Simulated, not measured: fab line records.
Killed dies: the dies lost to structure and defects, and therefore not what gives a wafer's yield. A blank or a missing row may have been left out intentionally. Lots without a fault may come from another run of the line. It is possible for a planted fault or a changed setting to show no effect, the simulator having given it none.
fab line records    flow berkeley_cmos170
record: lots: 5  wafers: 15  last_day: 14
route steps=331 shown PLDD@156 NLDD@158 SPACER@171 PSD@175
lots that met no fault: taken from a fault-free run of the same line
start_h: the number of hours between the record's first day and the start of the first shown wafer of the lot    wait_h: hours from the lot's prior step to this one    " unchanged from the row above    L1.1+2: a row that stands for several wafers    - no value present, or no start provided    * or withheld: withheld    < > ~ a bound
route shown NAME@n: a module of which the file shows steps, and the number in the route of the first    usual: mean/standard deviation taken from wafers without a fault    same: alike in all rows    chamber/n: place in a boat    sites: each site's reading    _std_site: the values' standard deviation    _edge_site: outer sites' mean less inner sites'    radius_mm: for every site, how far away it sits from the centre of the wafer    mask NAME#n: copy n    behind: the tool/chamber that last shaped the wafer    hold: why the lot was held/for how many hours/how that ended    device: the n, p or np transistor that did not switch    end of line: tests of these same wafers at the route's end    a step without rows: its recipe alone    killed: dies that structure and defects cost at the first sort, which is not the same as the wafer's yield    map: a wafer's dies, marking killed ones x, the rest . and places with no die _
set.NAME: setting as actually run; set.NAME@STEP: the setting as run at that earlier step    model.NAME: the simulator's own value behind a step, which no gauge read
lots at selected steps of the route; one table per step, one row per wafer
services: the hour from which a tool's chamber was out of use, counted from the record's first day as start_h (under 0 if before that day), plus the number of hours and why
== steps ==
step: UCB170_PLDD_TW_MEAS_11
usual: PLDD_TW: 1005/10
lot.wafer  tool           chamber  start_h  wait_h  PLDD_TW
L252.3     film_metro-01  -        156.14   0.1     1000
L252.4     "              -        "        "       1008
L252.5     "              -        "        "       1001
L261.1     film_metro-03  -        197.44   0.1     1018
L261.3     "              -        "        "       1016
L261.4     "              -        "        "       1021
L266.1     film_metro-02  -        225.27   0.1     1001
L266.3     "              -        "        "       1000
L266.5     "              -        "        "       1001
L273.1     film_metro-02  -        274.97   0.1     991
L273.3     "              -        "        "       987
L273.6     "              -        "        "       993
L274.4     film_metro-02  -        286.31   0.1     994
L274.5     "              -        "        "       988
L274.6     "              -        "        "       994
step: UCB170_PLDD_CLEAN_12
recipe: chemistry: SPM  temp_c: 120  time_s: 600
step: UCB170_NLDD_HMDS_00
recipe: prime_time_s: 60  prime_temp_c: 100
step: UCB170_NLDD_COAT_01
recipe: resist: KrF  spin_rpm: 1500  resist_thk_nm: 900
step: UCB170_NLDD_SOFTBAKE_02
recipe: resist: KrF  temp_c: 130  time_s: 60
step: UCB170_NLDD_EXPOSE_03
recipe: mask_id: NSELECT  na: 0.5  sigma_outer: 0.6  source_shape: conventional  target_cd_nm: 1200  dose_mj: 30
step: UCB170_NLDD_PEB_04
recipe: peb_temp_c: 130  peb_time_s: withheld  resist: KrF
step: UCB170_NLDD_DEVELOP_05
recipe: developer: TMAH  develop_time_s: 45  resist: KrF  dev_temp_c: 21
step: UCB170_NLDD_CD_MEAS_06
recipe: target_cd_nm: 1200
usual: cd_nm: 1200.3/1.5
lot.wafer  tool       chamber  start_h  wait_h  cd_nm
L252.3     cd_sem-01  -        158.01   -       1198.9
L252.4     "          -        "        "       1197.9
L252.5     "          -        "        "       1198.0
L261.1     cd_sem-01  -        198.94   -       1196.7
L261.3     "          -        "        "       1198.0
L261.4     "          -        "        "       1198.6
L266.1     cd_sem-02  -        229.05   -       1200.5
L266.3     "          -        "        "       1200.7
L266.5     "          -        "        "       1201.0
L273.1     cd_sem-02  -        276.05   -       1201.7
L273.3     "          -        "        "       1201.5
L273.6     "          -        "        "       1201.1
L274.4     cd_sem-01  -        287.54   -       1201.3
L274.5     "          -        "        "       1201.4
L274.6     "          -        "        "       1202.2
step: UCB170_NLDD_OVL_MEAS_07
usual: NLDD_OVL: -2/5.6
lot.wafer  tool        chamber  start_h  wait_h  NLDD_OVL[nm]
L252.3     overlay-02  -        158.10   0.1     0
L252.4     "           -        "        "       1
L252.5     "           -        "        "       0
L261.1     overlay-02  -        199.06   0.1     -7
L261.3     "           -        "        "       -7
L261.4     "           -        "        "       -1
L266.1     overlay-02  -        229.17   0.1     -10
L266.3     "           -        "        "       -4
L266.5     "           -        "        "       -5
L273.1     overlay-01  -        276.17   0.1     9
L273.3     "           -        "        "       6
L273.6     "           -        "        "       4
L274.4     overlay-01  -        287.62   0.1     -1
L274.5     "           -        "        "       -1
L274.6     "           -        "        "       -5
step: UCB170_NLDD_IMPLANT_08
recipe: species: As  dose_cm2: 5e+13  energy_kev: 30  tilt_deg: 7  rotation_deg: 0
step: UCB170_NLDD_IMPLANT_09
recipe: species: As  dose_cm2: 5e+13  energy_kev: 30  tilt_deg: 7  rotation_deg: 180
step: UCB170_NLDD_STRIP_10
recipe: chemistry: O2  power_w: 400  pressure_mtorr: 3500  platen_temp_c: withheld  o2_flow_sccm: 400  overash_fraction: 0.5
usual: chamber_pressure_mTorr: 3500/3.5  drypump_motor_current_A: 5.9/0.42  oes_product_au: 0.735/0.0045  strip_time_to_endpoint_s: 21.61/0.054
lot.wafer  tool             chamber  start_h  wait_h  chamber_pressure_mTorr  drypump_motor_current_A  oes_product_au  rf_hours_counter_h  strip_time_to_endpoint_s  model.KrF_of_NLDD_COAT_01.thk_nm
L252.3     plasma_asher-02  0        158.46   0.1     3497                    6.3                      0.728           -                   21.60                     0
L252.4     "                1        "        "       3505                    5.8                      0.732           -                   21.60                     0
L252.5     "                1        "        "       3499                    5.8                      0.730           -                   21.64                     0
L261.1     plasma_asher-01  1        199.39   0.1     3492                    6.4                      0.735           48                  21.66                     0
L261.3     "                1        "        "       3501                    6.4                      0.734           -                   21.62                     0
L261.4     "                0        "        "       3496                    6.2                      0.737           -                   21.64                     0
L266.1     plasma_asher-01  0        229.51   0.1     3501                    6.2                      0.980           51                  -                         299.6
L266.3     "                1        "        "       3501                    6.4                      0.969           -                   -                         299.4
L266.5     "                0        "        "       3500                    6.2                      0.989           -                   -                         300.1
L273.1     plasma_asher-04  1        276.51   0.1     3501                    5.3                      0.737           50                  21.66                     0
L273.3     "                0        "        "       3503                    5.7                      0.741           -                   21.63                     0
L273.6     "                0        "        "       3498                    5.7                      0.737           -                   21.63                     0
L274.4     plasma_asher-01  1        287.97   0.1     3502                    6.4                      0.731           -                   21.51                     0
L274.5     "                0        "        "       3502                    6.2                      0.735           -                   21.51                     0
L274.6     "                1        "        "       3503                    6.4                      0.734           -                   21.51                     0
step: UCB170_NLDD_TW_MEAS_11
usual: NLDD_TW: 2222/21
lot.wafer  tool           chamber  start_h  wait_h  NLDD_TW
L252.3     film_metro-02  -        158.54   0.1     2184
L252.4     "              -        "        "       2184
L252.5     "              -        "        "       2194
L261.1     film_metro-01  -        199.49   0.1     2218
L261.3     "              -        "        "       2223
L261.4     "              -        "        "       2208
L266.1     film_metro-03  -        229.61   0.1     2237
L266.3     "              -        "        "       2239
L266.5     "              -        "        "       2243
L273.1     film_metro-03  -        276.61   0.1     2248
L273.3     "              -        "        "       2235
L273.6     "              -        "        "       2241
L274.4     film_metro-03  -        288.06   0.1     2243
L274.5     "              -        "        "       2249
L274.6     "              -        "        "       2247
step: UCB170_NLDD_CLEAN_12
recipe: chemistry: SPM  temp_c: 120  time_s: 600
step: UCB170_SPACER_CVD_00
recipe: material: SiO2  target_thk_nm: 376  temp_c: 390  precursor: TEOS/O2  time_s: 47  rf_w: 550  pressure_mtorr: 9000
usual: heater_power_w: 293/50  susceptor_temp_C: 390.02/0.22
lot.wafer  tool      chamber  start_h  wait_h  heater_power_w  susceptor_temp_C
L252.3     pecvd-01  1        158.76   0.0     373             389.68
L252.4     "         2        "        "       227             390.72
L252.5     "         0        "        "       349             389.89
L261.1     pecvd-01  2        199.90   0.0     236             389.92
L261.3     "         0        "        "       349             390.27
L261.4     "         2        "        "       249             389.95
L266.1     pecvd-02  0        229.86   0.0     337             390.41
L266.3     "         2        "        "       330             390.13
L266.5     "         0        "        "       345             390.27
L273.1     pecvd-03  2        276.84   0.0     304             390.22
L273.3     "         1        "        "       203             389.96
L273.6     "         1        "        "       227             389.96
L274.4     pecvd-01  2        288.29   0.0     250             390.11
L274.5     "         0        "        "       296             389.96
L274.6     "         1        "        "       345             389.78
step: UCB170_SPACER_THK_MEAS_01
recipe: reads: SiO2_of_SPACER_CVD_00
usual: SPACER_TEOS_THK: 373/5.3
lot.wafer  tool           chamber  start_h  wait_h  SPACER_TEOS_THK[nm]
L252.3     film_metro-04  -        158.82   0.0     372
L252.4     "              -        "        "       370
L252.5     "              -        "        "       369
L261.1     film_metro-04  -        199.97   0.0     366
L261.3     "              -        "        "       372
L261.4     "              -        "        "       376
L266.1     film_metro-04  -        229.90   0.0     369
L266.3     "              -        "        "       367
L266.5     "              -        "        "       371
L273.1     film_metro-04  -        276.88   0.0     371
L273.3     "              -        "        "       384
L273.6     "              -        "        "       386
L274.4     film_metro-04  -        288.34   0.0     380
L274.5     "              -        "        "       380
L274.6     "              -        "        "       383
step: UCB170_SPACER_ANNEAL_02
recipe: temp_c: 900  time_s: 1800  ambient: N2
step: UCB170_SPACER_ETCHBACK_03
recipe: stop_on: Si  target: SiO2  chemistry: CHF3/CF4/Ar  CHF3_flow_sccm: 50  cf4_flow_sccm: 10  Ar_flow_sccm: 120  pressure_mtorr: 200  rf_w: 500  target_depth_a: 3760  time_s: 100
usual: chamber_pressure_mTorr: 200.01/0.21  drypump_motor_current_A: 5.9/0.58  oes_product_au: 0.899/0.014  throttle_valve_pct: 6.49/0.1
lot.wafer  tool         chamber  start_h  wait_h  chamber_pressure_mTorr  drypump_motor_current_A  oes_product_au  rf_hours_counter_h  throttle_valve_pct
L252.3     rie_diel-04  2        164.30   0.0     199.95                  5.4                      0.891           18                  6.53
L252.4     "            0        "        "       200.26                  6.0                      0.892           3                   6.41
L252.5     "            3        "        "       199.82                  5.7                      0.894           -                   6.33
L261.1     rie_diel-04  2        206.99   0.0     199.95                  5.4                      0.884           20                  6.51
L261.3     "            0        "        "       199.98                  6.0                      0.896           5                   6.41
L261.4     "            3        "        "       199.89                  5.7                      0.915           0                   6.33
L266.1     rie_diel-04  3        234.13   0.0     199.78                  5.7                      0.911           2                   6.32
L266.3     "            2        "        "       199.80                  5.4                      0.896           21                  6.53
L266.5     "            2        "        "       201.15                  5.4                      0.906           -                   6.53
L273.1     rie_diel-04  0        285.96   0.0     199.61                  6.0                      0.888           8                   6.40
L273.3     "            2        "        "       200.11                  5.4                      0.921           23                  6.52
L273.6     "            0        "        "       200.12                  6.0                      0.908           -                   6.41
L274.4     rie_diel-03  0        295.21   0.0     199.77                  6.1                      0.905           86                  6.53
L274.5     "            2        "        "       200.07                  5.6                      0.917           -                   6.60
L274.6     "            3        "        "       199.70                  6.8                      0.912           -                   6.40
step: UCB170_PSD_HMDS_00
recipe: prime_time_s: 60  prime_temp_c: 100
step: UCB170_PSD_COAT_01
recipe: resist: KrF  spin_rpm: 1500  resist_thk_nm: 900
step: UCB170_PSD_SOFTBAKE_02
recipe: resist: KrF  temp_c: 130  time_s: 60
step: UCB170_PSD_EXPOSE_03
recipe: mask_id: PSELECT_MOD  na: 0.5  sigma_outer: 0.6  source_shape: conventional  target_cd_nm: 1200  dose_mj: 30
step: UCB170_PSD_PEB_04
recipe: peb_temp_c: 130  peb_time_s: withheld  resist: KrF
step: UCB170_PSD_DEVELOP_05
recipe: developer: TMAH  develop_time_s: 45  resist: KrF  dev_temp_c: 21
step: UCB170_PSD_CD_MEAS_06
recipe: target_cd_nm: 1200
usual: cd_nm: 1199.9/1.4
lot.wafer  tool       chamber  start_h  wait_h  cd_nm
L252.3     cd_sem-02  -        165.59   -       1197.2
L252.4     "          -        "        "       1197.2
L252.5     "          -        "        "       1198.3
L261.1     cd_sem-01  -        208.23   -       1200.6
L261.3     "          -        "        "       1201.0
L261.4     "          -        "        "       1199.6
L266.1     cd_sem-02  -        235.53   -       1199.7
L266.3     "          -        "        "       1200.4
L266.5     "          -        "        "       1198.5
L273.1     cd_sem-01  -        287.00   -       1200.5
L273.3     "          -        "        "       1200.6
L273.6     "          -        "        "       1198.5
L274.4     cd_sem-01  -        296.55   -       1198.6
L274.5     "          -        "        "       1199.2
L274.6     "          -        "        "       1198.8
step: UCB170_PSD_OVL_MEAS_07
usual: PSD_OVL: -3/5.2
lot.wafer  tool        chamber  start_h  wait_h  PSD_OVL[nm]
L252.3     overlay-02  -        165.68   0.1     -1
L252.4     "           -        "        "       4
L252.5     "           -        "        "       0
L261.1     overlay-02  -        208.35   0.1     -7
L261.3     "           -        "        "       -3
L261.4     "           -        "        "       -10
L266.1     overlay-01  -        235.65   0.1     7
L266.3     "           -        "        "       -6
L266.5     "           -        "        "       5
L273.1     overlay-01  -        287.12   0.1     -8
L273.3     "           -        "        "       -8
L273.6     "           -        "        "       2
L274.4     overlay-02  -        296.63   0.1     -1
L274.5     "           -        "        "       1
L274.6     "           -        "        "       -8
step: UCB170_PSD_IMPLANT_08
recipe: species: B  dose_cm2: 3e+15  energy_kev: 20  tilt_deg: 7
step: UCB170_PSD_STRIP_09
recipe: chemistry: O2  power_w: 400  pressure_mtorr: 3500  platen_temp_c: withheld  o2_flow_sccm: 400  overash_fraction: 0.5
usual: chamber_pressure_mTorr: 3500.4/3  drypump_motor_current_A: 5.9/0.45  oes_product_au: 0.600/0.0044  strip_time_to_endpoint_s: 29.37/0.072
lot.wafer  tool             chamber  start_h  wait_h  chamber_pressure_mTorr  drypump_motor_current_A  oes_product_au  rf_hours_counter_h  strip_time_to_endpoint_s
L252.3     plasma_asher-02  0        165.89   0.1     3498.9                  6.3                      0.599           -                   29.38
L252.4     "                1        "        "       3501.9                  5.8                      0.603           -                   29.30
L252.5     "                1        "        "       3498.9                  5.8                      0.604           -                   29.36
L261.1     plasma_asher-01  1        208.54   0.1     3500.2                  6.4                      0.598           48                  29.37
L261.3     "                1        "        "       3504.0                  6.4                      0.592           -                   29.35
L261.4     "                0        "        "       3498.8                  6.2                      0.601           -                   29.32
L266.1     plasma_asher-02  0        235.83   0.1     3495.9                  6.3                      0.632           47                  38.27
L266.3     "                0        "        "       3502.2                  6.3                      0.637           -                   38.25
L266.5     "                0        "        "       3498.0                  6.3                      0.634           -                   38.26
L273.1     plasma_asher-02  0        287.30   0.1     3498.0                  6.3                      0.601           51                  29.43
L273.3     "                0        "        "       3497.6                  6.3                      0.599           -                   29.44
L273.6     "                1        "        "       3496.4                  5.8                      0.604           -                   29.44
L274.4     plasma_asher-03  0        296.83   0.1     3495.9                  5.0                      0.602           -                   29.44
L274.5     "                0        "        "       3498.7                  5.0                      0.601           -                   29.58
L274.6     "                1        "        "       3500.4                  5.7                      0.605           -                   29.47
step: UCB170_PSD_TW_MEAS_10
usual: PSD_TW: 2324/26
lot.wafer  tool           chamber  start_h  wait_h  PSD_TW
L252.3     film_metro-01  -        165.97   0.1     2325
L252.4     "              -        "        "       2314
L252.5     "              -        "        "       2320
L261.1     film_metro-02  -        208.64   0.1     2300
L261.3     "              -        "        "       2306
L261.4     "              -        "        "       2290
L266.1     film_metro-01  -        235.93   0.1     30
L266.3     "              -        "        "       30
L266.5     "              -        "        "       30
L273.1     film_metro-02  -        287.40   0.1     2273
L273.3     "              -        "        "       2284
L273.6     "              -        "        "       2289
L274.4     film_metro-03  -        296.93   0.1     2345
L274.5     "              -        "        "       2345
L274.6     "              -        "        "       2355
step: UCB170_PSD_CLEAN_11
recipe: chemistry: SPM  temp_c: 120  time_s: 600
== services ==
tool             chamber  start_h  hours  kind
pecvd-02         -        135.50   14.0   pm
pecvd-02         0        135.50   14.0   vent_cycle
plasma_asher-01  -        141.74   0.5    repair
pecvd-02         -        149.50   14.6   pm
rie_diel-04      -        177.76   0.4    repair
rie_diel-04      3        182.75   -      clean
rie_diel-04      3        182.75   17.0   scheduled_down
rie_diel-04      3        182.75   17.0   vent_cycle
pecvd-02         -        184.07   1.4    repair
pecvd-01         1        199.15   7.1    repair
pecvd-01         -        200.19   0.7    repair
pecvd-02         -        202.97   1.6    repair
rie_diel-04      1        212.88   9.4    repair
pecvd-03         1        214.85   16.3   repair
pecvd-03         -        218.76   1.2    repair
rie_diel-04      0        232.12   10.1   repair
pecvd-03         -        242.50   14.0   pm
pecvd-01         -        256.46   6.0    pm
plasma_asher-02  -        256.94   2.7    repair
rie_diel-03      0        267.77   7.1    repair
pecvd-02         -        273.00   0.6    repair
rie_diel-04      3        277.39   6.5    repair
pecvd-01         0        278.56   8.6    repair
pecvd-03         0        281.78   22.3   repair
== key ==
first_sign: step: UCB170_NLDD_STRIP_10  reading: oes_product_au  direction: up  sigmas: 55  usual: 0.735  struck: 0.980
effect: step: UCB170_PSD_STRIP_09  reading: strip_time_to_endpoint_s  direction: up  sigmas: 99+  usual: *  struck: *
effect: step: UCB170_PSD_TW_MEAS_10  reading: PSD_TW  direction: down  sigmas: 88  usual: 2324  struck: 30
model_effect: step: UCB170_NLDD_STRIP_10  value: KrF_of_NLDD_COAT_01.thk_nm  without: 0  struck: 299.7
met_at UCB170_NLDD_STRIP_10
struck_wafers L266.1,L266.3,L266.5
sort_left_out L266.1,L266.3,L266.5
tester_left_out L266
onset_between 199.39 229.51
fault: kind: strip_aborted  tool: plasma_asher-01  chamber: -  onset_h: 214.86  steps: UCB170_NLDD_STRIP_10  offset: 0.6  end_h: 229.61
tester_left_out: of these lots the tester's yield and bins aren't shown, on N5 and GAA mostly nor the transistor test; their killed dies are dies lost to structure and defects alone, not to doping, threshold or leakage, so they don't give the yield
sort_left_out: the simulated sort isn't trusted on such a fault, so these wafers' sort isn't shown, and their yield isn't known
